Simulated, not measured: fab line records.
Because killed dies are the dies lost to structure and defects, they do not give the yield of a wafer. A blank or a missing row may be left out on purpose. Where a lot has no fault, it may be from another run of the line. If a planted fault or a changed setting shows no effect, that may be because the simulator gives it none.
Comparing a struck lot with a sound one + flow rit_cmos + 17 out of 202 route steps
Sound: these wafers, L103.2, L103.3, L103.5. Struck: wafer L111.1. (L111.3, L111.4 of the same lot were not struck and are left out.) The cause comes at the end.
At each step with rows: each side's tool, then ch and its chambers, then its first start. Under that, the readings that differ: sound wafers + struck wafers + difference of the means + sigmas: that difference in standard deviations of wafers without a fault.
alike: same words and numbers on both sides, and readings whose means sit less than 2 such deviations apart. not compared: any withheld reading, any reading some wafer has no value for, any bound like >300 that may hide the same value, and any number with overlapping values for which the record gives no deviation.
The two part at a step that has a row with sigmas, a row that says differs or no value, or rows on one side only. Non-overlapping numbers with no deviation appear without sigmas and do not part them. A reading that every wafer of one side lacks parts them only if that side has two wafers or more.

first, 1 step without rows for these wafers: RIT_PSD_IMPLANT_08.
RIT_PSD_STRIP_09: strips in O2, time 180 s.
  sound on plasma_asher-04 ch 0,1, day 4 11:07; struck on plasma_asher-01 ch 1, day 6 04:47
| reading                     | sound       | struck | difference | sigmas |
|-----------------------------|-------------|--------|------------|--------|
| drypump_motor_current_A (A) | 5.5 4.9 5.5 | 6.2    | +0.9       | +2     |
  not compared: rf_hours_counter_h
RIT_PSD_TW_MEAS_10:
  sound on film_metro-04 at day 4 11:18; struck on film_metro-02 at day 6 04:58
| reading | sound          | struck | difference | sigmas |
|---------|----------------|--------|------------|--------|
| PSD_TW  | 3395 3390 3381 | 3493   | +104       | +2     |
then, 3 steps without rows for these wafers: RIT_SDANNEAL_CLEAN_00 (cleans in SC1, time 600 s); RIT_SDANNEAL_CLEAN_01 (cleans in dHF, time 30 s); RIT_SDANNEAL_CLEAN_02 (cleans in SC2, time 600 s).
RIT_SDANNEAL_RTA_03: time 5 s.
  sound on rtp_anneal-01 ch 0, day 4 11:46; struck on rtp_anneal-01 ch 0, day 6 05:25
  alike: chamber_o2_ppm, wafer_temp_C_max
RIT_SDANNEAL_RS_MEAS_04: a four-point-probe measurement.
  sound on film_metro-03 at day 4 11:50; struck on film_metro-03 at day 6 05:32
  alike: PSD_RS
RIT_SDANNEAL_RS_MEAS_05: a four-point-probe measurement.
  sound on film_metro-03 at day 4 11:57; struck on film_metro-03 at day 6 05:39
  alike: NSD_RS
RIT_SDANNEAL_RS_MEAS_06: a four-point-probe measurement.
  sound on film_metro-03 at day 4 12:04; struck on film_metro-03 at day 6 05:46
  alike: PLDD_RS
RIT_SDANNEAL_RS_MEAS_07: a four-point-probe measurement.
  sound on film_metro-03 at day 4 12:11; struck on film_metro-03 at day 6 05:53
  alike: NLDD_RS
then, 1 step without rows for these wafers: RIT_SILICIDE_WET_ETCH_00 (etches SiO2 in BOE, target depth 14 nm, time 15 s).
RIT_SILICIDE_SPUTTER_01: material Ti, target thk 30 nm, time 240 s.
  sound on pvd_sputter-02 at day 4 12:18; struck on pvd_sputter-02 at day 6 06:01
| reading                                     | sound            | struck | difference | sigmas |
|---------------------------------------------|------------------|--------|------------|--------|
| model.Ti_of_SILICIDE_SPUTTER_01.thk_nm (nm) | 29.7 29.82 29.74 | 25.18  | -4.57      |        |
  alike: throttle_valve_pct
RIT_SILICIDE_RS_MEAS_02: a four-point-probe measurement.
  sound on film_metro-03 at day 4 12:28; struck on film_metro-04 at day 6 06:10
| reading                 | sound          | struck | difference | sigmas |
|-------------------------|----------------|--------|------------|--------|
| SILICIDE_TI_RS (ohm/sq) | 52.5 52.2 52.5 | 65.0   | +12.6      | +17    |
RIT_SILICIDE_THK_MEAS_03: measures by xrf.
  sound on film_metro-03 at day 4 12:35; struck on film_metro-04 at day 6 06:17
| reading              | sound          | struck | difference | sigmas |
|----------------------|----------------|--------|------------|--------|
| SILICIDE_TI_THK (nm) | 29.3 29.4 29.3 | 24.7   | -4.6       | -14    |
RIT_SILICIDE_RTA_04: time 10 s, ramp up 5 s, ramp down 5 s.
  sound on rtp_anneal-02 ch 0, day 4 12:38; struck on rtp_anneal-02 ch 0, day 6 06:21
  alike: chamber_o2_ppm, wafer_temp_C_max
RIT_M1_PROBE_99:
  sound on prober-02 at day 4 19:07; struck on prober-01 at day 6 13:05
| reading                              | sound             | struck | difference | sigmas |
|--------------------------------------|-------------------|--------|------------|--------|
| model.etest.npoly_line.line_ohm_um   | 167.2 172.4 173.9 | 176    | +5         |        |
| model.etest.ppoly_line.line_ohm_um   | 157.5 164.1 169.5 | 170.1  | +6.4       |        |
| model.etest.contact_pplus.end_ohm_um | 43.85 45.21 43.86 | 39.2   | -5.1       |        |
| model.etest.contact_nplus.end_ohm_um | 40.56 41.74 42.58 | 35.28  | -6.35      |        |
| model.etest.npoly_line.rs_ohm_sq     | 17.15 17.1 17.14  | 19.36  | +2.23      |        |
| model.etest.ppoly_line.rs_ohm_sq     | 16.68 16.58 16.74 | 18.67  | +2.00      |        |
| model.etest.npoly_sal.rs_ohm_sq      | 4.417 4.356 4.383 | 5.064  | +0.679     |        |
| model.etest.ppoly_sal.rs_ohm_sq      | 4.359 4.382 4.378 | 5.029  | +0.656     |        |
  alike: killed_at_contacts, killed_at_front_end, killed_dies, killed_on_rim, killed_open, killed_short

== WHERE THEY PART ==
Last at RIT_SILICIDE_THK_MEAS_03 as far as this record goes, first at RIT_PSD_STRIP_09. Later steps at which nothing parts them and some readings are alike: RIT_SILICIDE_RTA_04, RIT_M1_PROBE_99.

WHY: whatever the simulator had introduced
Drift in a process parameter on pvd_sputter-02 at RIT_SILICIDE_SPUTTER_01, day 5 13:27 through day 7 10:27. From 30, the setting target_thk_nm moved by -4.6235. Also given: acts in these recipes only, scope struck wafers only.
